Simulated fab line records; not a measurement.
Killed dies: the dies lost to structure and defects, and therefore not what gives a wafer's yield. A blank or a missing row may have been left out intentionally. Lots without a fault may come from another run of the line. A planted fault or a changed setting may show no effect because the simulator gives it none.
Code-filled problem report in 8D (eight disciplines) form -- flow rit_cmos -- the parts of the form that need people (team, actions taken, sign-off) are left out

## 1. WHAT IS WRONG
Mean of rf_fwd_power_W at RIT_CONTACT_ETCH_11: 167.9 W across 6 wafers in 2 lots; on wafers with no fault it is 199.6 W (standard deviation 0.6). Relative to the usual mean, that is a shift of -53 standard deviations.
The step: etches SiO2 in CHF3/CF4/Ar, stops on TiSi2, target depth 480 nm, time 320 s.
The first sign was on wafer L339.1 at day 5 20:47, on rie_diel-03. Wafers with a number at this step in the record: 42, from 14 lots. Rule for "out" (also "out of limits"): further than 4 standard deviations from the usual mean. Any other wafer with a number is counted as sound.

## 2. WHAT THIS IS AND IS NOT
question,is,is not
which readings at this step,rf_fwd_power_W,"drypump_motor_current_A, throttle_valve_pct"
which lots,"L339, L341","L327, L328, L329, L330, L331, L333, L334, L335, L336, L338, L343, L349"
which wafers of those lots,all that have a number,-
read on which tools,rie_diel-03,"rie_diel-01, rie_diel-02"
when,from day 5 20:47,"up to then (30 sound wafers); but 6 sound wafers of L343, L349 came after"

## 3. WHAT RULES OUT EACH SUSPECT
Counting: a tool stays on the suspect list if, at a process step up to the reading, it processed all lots that are out and no sound lot following the first of them.
- rie_diel-03 at RIT_CONTACT_ETCH_11 (etches SiO2 in CHF3/CF4/Ar, stops on TiSi2, target depth 480 nm, time 320 s): kept. It ran every lot that is out, first L339 (day 5 20:47), and no sound lot after that; its last sound lot up to then is L338 (day 5 15:44). On those wafers its own readings are out: rf_fwd_power_W.
The count leaves rie_diel-03 at RIT_CONTACT_ETCH_11.

## 4. THE CAUSE (what the simulator had put in)
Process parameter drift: rie_diel-03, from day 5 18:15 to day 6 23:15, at RIT_CONTACT_ETCH_11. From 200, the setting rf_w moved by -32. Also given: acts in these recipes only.
Counting left only this tool.

## 5. THE CHAIN OF EFFECTS, in route order
Each row: a reading whose mean over the struck wafers that have a number lies more than 3 standard deviations from the usual. Only readings for which the record gives a usual standard deviation are gone through. hours: the time from each lot's start at the first step in this table that gives one to its start at this step, as a median over the lots. sigmas: the change in usual standard deviations.
hours,step,reading,usual,on struck wafers,change,sigmas
0,RIT_CONTACT_ETCH_11,rf_fwd_power_W,199.6 W,167.9,-31.7,-53
Its process steps:
- RIT_CONTACT_ETCH_11: etches SiO2 in CHF3/CF4/Ar, stops on TiSi2, target depth 480 nm, time 320 s.

## 6. HOW IT WOULD HAVE BEEN CAUGHT EARLIER
The fault began at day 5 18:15; the first out-of-limits reading in this record came at day 5 20:47, 3 hours later.
